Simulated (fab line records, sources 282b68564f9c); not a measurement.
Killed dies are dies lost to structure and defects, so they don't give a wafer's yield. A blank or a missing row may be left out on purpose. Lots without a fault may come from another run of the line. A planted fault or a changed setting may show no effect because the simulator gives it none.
Problem report in the 8D (eight disciplines) form, filled by code | flow rit_cmos | the parts of the form that need people (team, actions taken, sign-off) are left out

1. THE PROBLEM
SPACER_NITRIDE_THK at RIT_SPACER_THK_MEAS_04 reads a mean of 188.9 nm on 6 wafers of 2 lots; wafers without a fault read 250.2 nm with a standard deviation of 2.7. That is -23 standard deviations from the usual mean.
First seen on wafer L476.2, day 6 01:56, on film_metro-04. The record holds 42 wafers of 14 lots with a number at this step. Rule for "out", or "out of limits": more than 4 standard deviations from the usual mean. The other wafers with a number count as sound.

2. WHAT IT IS AND WHAT IT IS NOT
question                    | is                           | is not
which readings at this step | SPACER_NITRIDE_THK           | -
which lots                  | L476, L480                   | L463, L464, L465, L467, L468, L469, L470, L471, L472, L473, L481, L486
which wafers of those lots  | all that have a number       | -
read on which gauges        | film_metro-03, film_metro-04 | film_metro-02
when                        | from day 6 01:56             | up to then (30 sound wafers); but 6 sound wafers of L481, L486 came after

3. SUSPECTS, AND WHAT RULES EACH OUT
Counting: a tool at a process step up to the reading stays a suspect if it ran every lot that is out and no sound lot after the first of them.
- the gauge at RIT_SPACER_THK_MEAS_04: ruled out. The wafers that are out were read on 2 gauges (film_metro-03, film_metro-04).
- plasma_asher-04 at RIT_GATE_STRIP_20 (strips in O2, time 180 s): kept. It ran every lot that is out, first L476 (day 5 15:12), and no sound lot after that; its last sound lot up to then is L473 (day 5 01:38).
- lpcvd-01 at RIT_SPACER_CVD_03 (deposits Si3N4 from SiH2Cl2/NH3, target thk 250 nm, time 3300 s): kept. It ran every lot that is out, first L476 (day 6 00:00), and no sound lot after that; its last sound lot up to then is L473 (day 5 09:53).
Left after counting: plasma_asher-04 at RIT_GATE_STRIP_20, lpcvd-01 at RIT_SPACER_CVD_03.

4. THE CAUSE (what the simulator had put in)
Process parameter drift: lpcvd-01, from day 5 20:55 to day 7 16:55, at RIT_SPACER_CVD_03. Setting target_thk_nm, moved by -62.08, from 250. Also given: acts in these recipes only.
Counting left 2 suspects, and this tool is among them.

5. THE CHAIN OF EFFECTS, in route order
Each row: a reading whose mean over the struck wafers that have a number lies more than 3 standard deviations from the usual. Only readings for which the record gives a usual standard deviation are gone through. hours: the time from each lot's start at the first step in this table that gives one to its start at this step, as a median over the lots. sigmas: the change in usual standard deviations.
hours | step                   | reading            | usual      | on struck wafers | change | sigmas
0     | RIT_SPACER_THK_MEAS_04 | SPACER_NITRIDE_THK | 250.2 nm   | 188.9            | -61.3  | -23
0     | RIT_SPACER_ETCHBACK_05 | oes_product_au     | 0.849 a.u. | 0.704            | -0.145 | -11
The process steps in it:
- RIT_SPACER_ETCHBACK_05: etches Si3N4 in SF6/CHF3, stops on SiO2, target depth 250 nm, time 240 s.

6. WHAT WOULD HAVE CAUGHT IT SOONER
In this record the first reading out of limits at a measuring or inspecting step was taken at day 6 01:56, 5 hours after the fault began at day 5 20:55.
Of the lots that are out (2), L480 began RIT_SPACER_CVD_03 on lpcvd-01 after day 6 01:56. A hold on the tool at that time would have spared it.
